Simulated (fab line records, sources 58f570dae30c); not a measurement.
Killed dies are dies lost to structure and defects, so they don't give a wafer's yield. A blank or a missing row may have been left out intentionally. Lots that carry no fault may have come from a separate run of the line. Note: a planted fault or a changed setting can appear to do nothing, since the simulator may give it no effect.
The tool behind it: which one? :: flow berkeley_cmos170 :: 24 lots, 72 wafers sampled, at 6 steps of a route of 331

== WHAT THE GAUGES SHOWED, per wafer ==
UCB170_GATE_CD_MEAS_12 targets a cd of 350 nm.
lot: L074
measured: day 6 04:58
on: cd_sem-01
cd_nm (nm): 350.7 350.3 350.9

lot: L075
measured: day 6 05:18
on: cd_sem-01
cd_nm (nm): 349.3 348.5 348.2

lot: L076
measured: day 6 05:14
on: cd_sem-02
cd_nm (nm): 350.0 351.4 350.9

lot: L077
measured: day 6 05:01
on: cd_sem-02
cd_nm (nm): 349.0 349.8 349.3

lot: L078
measured: day 6 14:58
on: cd_sem-02
cd_nm (nm): 349.8 350.8 349.0

lot: L079
measured: day 6 14:50
on: cd_sem-02
cd_nm (nm): 352.0 351.8 352.3

lot: L080
measured: day 7 03:28
on: cd_sem-02
cd_nm (nm): 351.7 350.9 352.1

lot: L081
measured: day 7 03:18
on: cd_sem-02
cd_nm (nm): 348.7 349.5 349.4

lot: L082
measured: day 7 21:29
on: cd_sem-02
cd_nm (nm): 347.6 348.4 347.7

lot: L083
measured: day 7 20:16
on: cd_sem-02
cd_nm (nm): 350.5 349.9 349.4

lot: L084
measured: day 7 21:08
on: cd_sem-02
cd_nm (nm): 351.0 350.6 351.1

lot: L086
measured: day 7 20:55
on: cd_sem-02
cd_nm (nm): 348.8 349.5 348.8

lot: L085
measured: day 7 21:01
on: cd_sem-02
cd_nm (nm): 349.5 350.7 349.7

lot: L087
measured: day 7 21:16
on: cd_sem-02
cd_nm (nm): 351.0 353.4 351.0

lot: L088
measured: day 8 19:25
on: cd_sem-01
cd_nm (nm): 351.3 353.5 352.0

lot: L089
measured: day 8 20:20
on: cd_sem-02
cd_nm (nm): 352.4 349.7 350.3

lot: L090
measured: day 8 20:10
on: cd_sem-02
cd_nm (nm): 347.5 347.4 348.3

lot: L091
measured: day 9 07:02
on: cd_sem-02
cd_nm (nm): 350.7 351.1 350.3

lot: L092
measured: day 9 23:36
on: cd_sem-02
cd_nm (nm): 350.4 349.2 350.6

lot: L093
measured: day 9 23:17
on: cd_sem-01
cd_nm (nm): 347.0 346.8 348.0

lot: L094
measured: day 10 10:07
on: cd_sem-02
cd_nm (nm): 348.9 349.2 348.6

lot: L096
measured: day 10 10:19
on: cd_sem-02
cd_nm (nm): 350.7 348.2 349.9

lot: L095
measured: day 10 20:11
on: cd_sem-02
cd_nm (nm): 352.2 350.7 352.0

lot: L097
measured: day 10 20:25
on: cd_sem-02
cd_nm (nm): 349.9 350.3 349.2

UCB170_PLDD_OVL_MEAS_07.
lot: L074
measured: day 6 07:41
on: overlay-02
PLDD_OVL (nm): 12 4 9

lot: L075
measured: day 6 08:17
on: overlay-01
PLDD_OVL (nm): -5 4 -5

lot: L076
measured: day 6 08:02
on: overlay-01
PLDD_OVL (nm): -11 -12 -7

lot: L077
measured: day 6 07:48
on: overlay-01
PLDD_OVL (nm): -3 0 3

lot: L078
measured: day 6 17:09
on: overlay-01
PLDD_OVL (nm): -3 1 -8

lot: L079
measured: day 6 16:47
on: overlay-01
PLDD_OVL (nm): -1 -1 1

lot: L080
measured: day 7 06:04
on: overlay-02
PLDD_OVL (nm): -1 -3 0

lot: L081
measured: day 7 05:31
on: overlay-01
PLDD_OVL (nm): -3 -5 -10

lot: L082
measured: day 8 00:44
on: overlay-02
PLDD_OVL (nm): -14 -10 -11

lot: L083
measured: day 7 22:20
on: overlay-01
PLDD_OVL (nm): 2 2 -1

lot: L084
measured: day 8 00:07
on: overlay-02
PLDD_OVL (nm): -4 -16 -13

lot: L086
measured: day 7 23:23
on: overlay-02
PLDD_OVL (nm): -4 -7 0

lot: L085
measured: day 7 23:31
on: overlay-01
PLDD_OVL (nm): -1 3 -3

lot: L087
measured: day 7 23:55
on: overlay-01
PLDD_OVL (nm): -5 -1 -8

lot: L088
measured: day 8 22:17
on: overlay-02
PLDD_OVL (nm): 4 -3 0

lot: L089
measured: day 8 22:46
on: overlay-01
PLDD_OVL (nm): -12 -3 -5

lot: L090
measured: day 8 22:39
on: overlay-02
PLDD_OVL (nm): -8 -11 -5

lot: L091
measured: day 9 09:40
on: overlay-02
PLDD_OVL (nm): -6 -12 -10

lot: L092
measured: day 10 01:19
on: overlay-01
PLDD_OVL (nm): -7 -1 -13

lot: L093
measured: day 10 01:03
on: overlay-02
PLDD_OVL (nm): -6 1 -2

lot: L094
measured: day 10 12:01
on: overlay-01
PLDD_OVL (nm): -7 -4 -9

lot: L096
measured: day 10 12:31
on: overlay-02
PLDD_OVL (nm): -1 -9 5

lot: L095
measured: day 10 22:32
on: overlay-02
PLDD_OVL (nm): -2 -5 -4

lot: L097
measured: day 10 22:33
on: overlay-01
PLDD_OVL (nm): -21 -5 -4

UCB170_NLDD_OVL_MEAS_07.
lot: L074
measured: day 6 10:15
on: overlay-01
NLDD_OVL (nm): 2 -6 3

lot: L075
measured: day 6 11:08
on: overlay-02
NLDD_OVL (nm): -11 -6 -6

lot: L076
measured: day 6 10:54
on: overlay-02
NLDD_OVL (nm): -8 -17 -10

lot: L077
measured: day 6 10:22
on: overlay-02
NLDD_OVL (nm): 7 4 7

lot: L078
measured: day 6 19:08
on: overlay-02
NLDD_OVL (nm): 2 2 7

lot: L079
measured: day 6 18:52
on: overlay-02
NLDD_OVL (nm): 6 0 -9

lot: L080
measured: day 7 09:19
on: overlay-02
NLDD_OVL (nm): -14 -14 -20

lot: L081
measured: day 7 09:04
on: overlay-01
NLDD_OVL (nm): 4 3 12

lot: L082
measured: day 8 02:25
on: overlay-01
NLDD_OVL (nm): -5 -2 -9

lot: L083
measured: day 8 00:58
on: overlay-02
NLDD_OVL (nm): -7 -7 -7

lot: L084
measured: day 8 02:10
on: overlay-01
NLDD_OVL (nm): -5 0 -3

lot: L086
measured: day 8 01:27
on: overlay-02
NLDD_OVL (nm): -4 -2 -8

lot: L085
measured: day 8 01:49
on: overlay-01
NLDD_OVL (nm): 3 10 4

lot: L087
measured: day 8 02:03
on: overlay-02
NLDD_OVL (nm): -14 -9 -7

lot: L088
measured: day 9 00:03
on: overlay-02
NLDD_OVL (nm): -5 -7 -4

lot: L089
measured: day 9 00:41
on: overlay-02
NLDD_OVL (nm): 4 15 5

lot: L090
measured: day 9 00:27
on: overlay-01
NLDD_OVL (nm): 0 -9 -5

lot: L091
measured: day 9 11:44
on: overlay-01
NLDD_OVL (nm): 1 -4 2

lot: L092
measured: day 10 03:10
on: overlay-01
NLDD_OVL (nm): 11 14 15

lot: L093
measured: day 10 02:53
on: overlay-01
NLDD_OVL (nm): -11 -8 -2

lot: L094
measured: day 10 15:47
on: overlay-02
NLDD_OVL (nm): -3 -2 2

lot: L096
measured: day 10 16:05
on: overlay-02
NLDD_OVL (nm): 9 3 5

lot: L095
measured: day 11 01:01
on: overlay-02
NLDD_OVL (nm): -1 1 -9

lot: L097
measured: day 11 01:10
on: overlay-01
NLDD_OVL (nm): 5 1 -3

UCB170_M2_CD_MEAS_15 targets a cd of 700 nm.
lot: L074
measured: day 7 11:39
on: cd_sem-02
cd_nm (nm): 699.7 700.8 701.8

lot: L075
measured: day 7 13:12
on: cd_sem-02
cd_nm (nm): 697.9 697.8 698.5

lot: L076
measured: day 7 12:45
on: cd_sem-02
cd_nm (nm): 700.4 700.6 702.1

lot: L077
measured: day 7 13:19
on: cd_sem-02
cd_nm (nm): 701.3 700.9 700.8

lot: L078
measured: day 8 00:45
on: cd_sem-01
cd_nm (nm): 697.4 697.9 698.0

lot: L079
measured: day 8 00:29
on: cd_sem-01
cd_nm (nm): 699.9 699.6 700.6

lot: L080
measured: day 8 19:05
on: cd_sem-02
cd_nm (nm): 699.9 699.4 698.9

lot: L081
measured: day 8 11:23
on: cd_sem-02
cd_nm (nm): 700.6 701.3 701.6

lot: L082
measured: day 9 05:57
on: cd_sem-02
cd_nm (nm): 701.4 701.8 700.9

lot: L083
measured: day 9 05:39
on: cd_sem-02
cd_nm (nm): 701.6 704.4 701.1

lot: L084
measured: day 9 06:05
on: cd_sem-02
cd_nm (nm): 701.1 701.8 702.3

lot: L086
measured: day 9 04:40
on: cd_sem-01
cd_nm (nm): 700.8 700.8 700.1

lot: L085
measured: day 9 05:22
on: cd_sem-01
cd_nm (nm): 698.6 700.0 699.4

lot: L087
measured: day 9 06:29
on: cd_sem-01
cd_nm (nm): 699.5 700.3 699.0

lot: L088
measured: day 10 02:02
on: cd_sem-01
cd_nm (nm): 702.7 701.4 701.3

lot: L089
measured: day 10 02:48
on: cd_sem-01
cd_nm (nm): 699.9 698.2 699.0

lot: L090
measured: day 10 02:33
on: cd_sem-02
cd_nm (nm): 698.6 698.7 696.8

lot: L091
measured: day 10 12:47
on: cd_sem-01
cd_nm (nm): 701.6 701.5 701.3

lot: L092
measured: day 11 10:44
on: cd_sem-02
cd_nm (nm): 699.4 697.6 699.8

lot: L093
measured: day 11 10:58
on: cd_sem-02
cd_nm (nm): 696.6 696.8 698.1

lot: L094
measured: day 12 02:40
on: cd_sem-02
cd_nm (nm): 701.3 700.2 701.4

lot: L096
measured: day 12 02:33
on: cd_sem-02
cd_nm (nm): 700.2 701.1 699.8

lot: L095
measured: day 12 13:52
on: cd_sem-01
cd_nm (nm): 700.3 702.9 701.6

lot: L097
measured: day 12 06:23
on: cd_sem-02
cd_nm (nm): 698.9 701.0 699.6

UCB170_M2_OVL_MEAS_16.
lot: L074
measured: day 7 11:46
on: overlay-01
M2_OVL (nm): 1 -1 -3

lot: L075
measured: day 7 13:19
on: overlay-01
M2_OVL (nm): -11 -8 -4

lot: L076
measured: day 7 12:52
on: overlay-01
M2_OVL (nm): 7 2 -2

lot: L077
measured: day 7 13:26
on: overlay-01
M2_OVL (nm): 0 1 -1

lot: L078
measured: day 8 00:51
on: overlay-01
M2_OVL (nm): -1 3 0

lot: L079
measured: day 8 00:37
on: overlay-01
M2_OVL (nm): -2 0 -1

lot: L080
measured: day 8 19:12
on: overlay-01
M2_OVL (nm): -2 -1 3

lot: L081
measured: day 8 11:30
on: overlay-02
M2_OVL (nm): -5 0 5

lot: L082
measured: day 9 06:04
on: overlay-01
M2_OVL (nm): 2 0 1

lot: L083
measured: day 9 05:46
on: overlay-01
M2_OVL (nm): -1 4 -11

lot: L084
measured: day 9 06:13
on: overlay-01
M2_OVL (nm): 8 -1 3

lot: L086
measured: day 9 04:46
on: overlay-01
M2_OVL (nm): 1 -4 -3

lot: L085
measured: day 9 05:29
on: overlay-01
M2_OVL (nm): -6 -8 -1

lot: L087
measured: day 9 06:36
on: overlay-01
M2_OVL (nm): -7 -5 -1

lot: L088
measured: day 10 02:09
on: overlay-01
M2_OVL (nm): -5 -7 2

lot: L089
measured: day 10 02:55
on: overlay-02
M2_OVL (nm): 5 2 1

lot: L090
measured: day 10 02:38
on: overlay-02
M2_OVL (nm): -11 -10 0

lot: L091
measured: day 10 12:55
on: overlay-01
M2_OVL (nm): 2 0 3

lot: L092
measured: day 11 10:49
on: overlay-02
M2_OVL (nm): -3 -1 -2

lot: L093
measured: day 11 11:04
on: overlay-02
M2_OVL (nm): 1 0 6

lot: L094
measured: day 12 02:47
on: overlay-01
M2_OVL (nm): 10 9 8

lot: L096
measured: day 12 02:40
on: overlay-01
M2_OVL (nm): -2 6 4

lot: L095
measured: day 12 13:59
on: overlay-02
M2_OVL (nm): -4 -1 2

lot: L097
measured: day 12 06:31
on: overlay-02
M2_OVL (nm): 0 1 2

== WHAT TOOL EACH LOT RAN ON (gives the tool, then ch and the chambers of the sampled wafers, and finally the start) ==
lot: L074
UCB170_NWELL_STRIP_15: plasma_asher-02 ch 0,1, day 2 13:52

lot: L075
UCB170_NWELL_STRIP_15: plasma_asher-03 ch 0,1, day 2 17:26

lot: L076
UCB170_NWELL_STRIP_15: plasma_asher-04 ch 0,1, day 2 17:43

lot: L077
UCB170_NWELL_STRIP_15: plasma_asher-03 ch 0,1, day 2 22:11

lot: L078
UCB170_NWELL_STRIP_15: plasma_asher-04 ch 0,1, day 3 06:39

lot: L079
UCB170_NWELL_STRIP_15: plasma_asher-04 ch 0,1, day 3 09:07

lot: L080
UCB170_NWELL_STRIP_15: plasma_asher-04 ch 0,1, day 3 16:20

lot: L081
UCB170_NWELL_STRIP_15: plasma_asher-02 ch 0,1, day 3 16:37

lot: L082
UCB170_NWELL_STRIP_15: plasma_asher-03 ch 0,1, day 4 03:05

lot: L083
UCB170_NWELL_STRIP_15: plasma_asher-04 ch 0,1, day 4 03:18

lot: L084
UCB170_NWELL_STRIP_15: plasma_asher-04 ch 0,1, day 4 11:05

lot: L086
UCB170_NWELL_STRIP_15: plasma_asher-03 ch 1, day 4 15:52

lot: L085
UCB170_NWELL_STRIP_15: plasma_asher-02 ch 0,1, day 4 15:58

lot: L087
UCB170_NWELL_STRIP_15: plasma_asher-02 ch 0,1, day 4 20:17

lot: L088
UCB170_NWELL_STRIP_15: plasma_asher-02 ch 1, day 5 06:47

lot: L089
UCB170_NWELL_STRIP_15: plasma_asher-02 ch 0,1, day 5 07:31

lot: L090
UCB170_NWELL_STRIP_15: plasma_asher-03 ch 0,1, day 5 12:23

lot: L091
UCB170_NWELL_STRIP_15: plasma_asher-03 ch 0,1, day 5 19:01

lot: L092
UCB170_NWELL_STRIP_15: plasma_asher-03 ch 0,1, day 6 02:42

lot: L093
UCB170_NWELL_STRIP_15: plasma_asher-03 ch 0,1, day 6 02:56

lot: L094
UCB170_NWELL_STRIP_15: plasma_asher-04 ch 0,1, day 6 07:01

lot: L096
UCB170_NWELL_STRIP_15: plasma_asher-04 ch 0,1, day 6 20:26

lot: L095
UCB170_NWELL_STRIP_15: plasma_asher-03 ch 0,1, day 6 20:33

lot: L097
UCB170_NWELL_STRIP_15: plasma_asher-04 ch 0,1, day 6 23:20
- UCB170_NWELL_STRIP_15: strips in O2.

== AS READ BY THE TOOLS THEMSELVES (means over the sampled wafers that have a number; for cases with no such wafer, the mark the record gives instead) ==
UCB170_NWELL_STRIP_15.
lot: L074
tool: plasma_asher-02
drypump_motor_current_A (A): 5.97
oes_product_au (a.u.): 0.719
strip_time_to_endpoint_s (s): 18.02

lot: L075
tool: plasma_asher-03
drypump_motor_current_A (A): 5.93
oes_product_au (a.u.): 0.723
strip_time_to_endpoint_s (s): 18.10

lot: L076
tool: plasma_asher-04
drypump_motor_current_A (A): 6.07
oes_product_au (a.u.): 0.723
strip_time_to_endpoint_s (s): 18.09

lot: L077
tool: plasma_asher-03
drypump_motor_current_A (A): 5.81
oes_product_au (a.u.): 0.717
strip_time_to_endpoint_s (s): 18.08

lot: L078
tool: plasma_asher-04
drypump_motor_current_A (A): 6.07
oes_product_au (a.u.): 0.721
strip_time_to_endpoint_s (s): 18.11

lot: L079
tool: plasma_asher-04
drypump_motor_current_A (A): 6.06
oes_product_au (a.u.): 0.713
strip_time_to_endpoint_s (s): 18.20

lot: L080
tool: plasma_asher-04
drypump_motor_current_A (A): 5.96
oes_product_au (a.u.): 0.725
strip_time_to_endpoint_s (s): 18.13

lot: L081
tool: plasma_asher-02
drypump_motor_current_A (A): 6.02
oes_product_au (a.u.): 0.726
strip_time_to_endpoint_s (s): 18.19

lot: L082
tool: plasma_asher-03
drypump_motor_current_A (A): 5.81
oes_product_au (a.u.): 0.722
strip_time_to_endpoint_s (s): 18.07

lot: L083
tool: plasma_asher-04
drypump_motor_current_A (A): 6.08
oes_product_au (a.u.): 0.720
strip_time_to_endpoint_s (s): 18.17

lot: L084
tool: plasma_asher-04
drypump_motor_current_A (A): 6.10
oes_product_au (a.u.): 0.720
strip_time_to_endpoint_s (s): 18.09

lot: L086
tool: plasma_asher-03
drypump_motor_current_A (A): 5.71
oes_product_au (a.u.): 0.720
strip_time_to_endpoint_s (s): 18.17

lot: L085
tool: plasma_asher-02
drypump_motor_current_A (A): 5.98
oes_product_au (a.u.): 0.718
strip_time_to_endpoint_s (s): 18.07

lot: L087
tool: plasma_asher-02
drypump_motor_current_A (A): 6.03
oes_product_au (a.u.): 0.720
strip_time_to_endpoint_s (s): 18.15

lot: L088
tool: plasma_asher-02
drypump_motor_current_A (A): 6.08
oes_product_au (a.u.): 0.720
strip_time_to_endpoint_s (s): 18.12

lot: L089
tool: plasma_asher-02
drypump_motor_current_A (A): 6.02
oes_product_au (a.u.): 0.719
strip_time_to_endpoint_s (s): 18.28

lot: L090
tool: plasma_asher-03
drypump_motor_current_A (A): 5.83
oes_product_au (a.u.): 0.723
strip_time_to_endpoint_s (s): 18.15

lot: L091
tool: plasma_asher-03
drypump_motor_current_A (A): 5.93
oes_product_au (a.u.): 0.724
strip_time_to_endpoint_s (s): 18.17

lot: L092
tool: plasma_asher-03
drypump_motor_current_A (A): 5.92
oes_product_au (a.u.): 0.723
strip_time_to_endpoint_s (s): 18.14

lot: L093
tool: plasma_asher-03
drypump_motor_current_A (A): 5.82
oes_product_au (a.u.): 0.721
strip_time_to_endpoint_s (s): 18.09

lot: L094
tool: plasma_asher-04
drypump_motor_current_A (A): 6.07
oes_product_au (a.u.): 0.724
strip_time_to_endpoint_s (s): 18.11

lot: L096
tool: plasma_asher-04
drypump_motor_current_A (A): 6.07
oes_product_au (a.u.): 0.722
strip_time_to_endpoint_s (s): 18.04

lot: L095
tool: plasma_asher-03
drypump_motor_current_A (A): 5.91
oes_product_au (a.u.): 0.722
strip_time_to_endpoint_s (s): 18.06

lot: L097
tool: plasma_asher-04
drypump_motor_current_A (A): 6.09
oes_product_au (a.u.): 0.718
strip_time_to_endpoint_s (s): 18.05

== THE ANSWER, worked out from the rows above alone ==
Rule: usual is defined by the lots themselves. Put in order of their means at a reading, lots are off if they are a third of the lots or fewer, leave a main group of 4 or more, and stand apart from it by a gap of 3 or more times the standard deviation of the main group's means; of several such gaps the widest counts. The tables above print the reading to a certain number of digits; a main group whose means all agree to those digits is not used. Also off: a lot with no number at a reading for which 4 or more lots have one. Any other lot the step has rows for is counted as sound. After the gauges, taken in route order, come the tools' own readings; for these a lot's mean is taken, as printed above. The first step at which some lot is off is used, and at that step the reading that is off furthest; a lot without a number counts as furthest.
No lot is off on any of the readings shown, so nothing can be concluded from this.

== WHAT THE SIMULATOR HAD INSERTED ==
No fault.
